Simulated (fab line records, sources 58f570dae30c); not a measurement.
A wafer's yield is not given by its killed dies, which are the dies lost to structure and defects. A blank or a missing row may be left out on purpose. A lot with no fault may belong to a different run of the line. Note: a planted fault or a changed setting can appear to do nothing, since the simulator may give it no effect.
Which tool did it?	flow berkeley_cmos170	18 wafers from 6 lots sampled at 2 of the route's 331 steps

== WHAT THE GAUGES SHOWED, per wafer ==
UCB170_GATE_CD_MEAS_12 targets a cd of 350 nm.
lot	measured	on	cd_nm (nm)
L269	day 7 11:49	cd_sem-01	348.9 347.9 348.7
L273	day 8 04:14	cd_sem-02	350.8 349.7 350.5
L274	day 8 17:51	cd_sem-02	349.2 348.6 349.7
L277	day 9 08:13	cd_sem-01	377.1 377.8 377.0
L282	day 9 18:59	cd_sem-02	350.8 351.1 351.5
L291	day 12 01:14	cd_sem-01	349.2 347.1 348.8

== WHICH TOOL RAN EACH LOT (tool, then ch and the chambers of the sampled wafers, then the start) ==
lot	UCB170_GATE_EXPOSE_09
L269	krf_scanner-01 ch 0, day 7 10:49
L273	krf_scanner-02 ch 0, day 8 03:17
L274	krf_scanner-01 ch 0, day 8 17:28
L277	krf_scanner-01 ch 0, day 9 07:35
L282	krf_scanner-01 ch 0, day 9 18:23
L291	krf_scanner-01 ch 0, day 12 00:49
- UCB170_GATE_EXPOSE_09: exposes mask POLY, target cd 350 nm.

== THE ANSWER, worked out from the rows above alone ==
Rule: the lots themselves supply what counts as usual. Put in order of their means at a reading, lots are off if they are a third of the lots or fewer, leave a main group of 4 or more, and stand apart from it by a gap of 3 or more times the standard deviation of the main group's means; of several such gaps the widest counts. The tables above print the reading to a certain number of digits; a main group whose means all agree to those digits is not used. Also off: a lot with no number at a reading for which 4 or more lots have one. The other lots that the step has rows for count as sound.
Off: L277, at UCB170_GATE_CD_MEAS_12 (cd_nm). The main group: mean 349.5 nm, standard deviation 1.1.
A tool fits if, at a process step before that reading, it ran every lot that is off, and no sound lot after the first of them. The gauges at UCB170_GATE_CD_MEAS_12 are tried like those tools. None of those tried fits.

== WHAT HAD BEEN PUT IN BY THE SIMULATOR ==
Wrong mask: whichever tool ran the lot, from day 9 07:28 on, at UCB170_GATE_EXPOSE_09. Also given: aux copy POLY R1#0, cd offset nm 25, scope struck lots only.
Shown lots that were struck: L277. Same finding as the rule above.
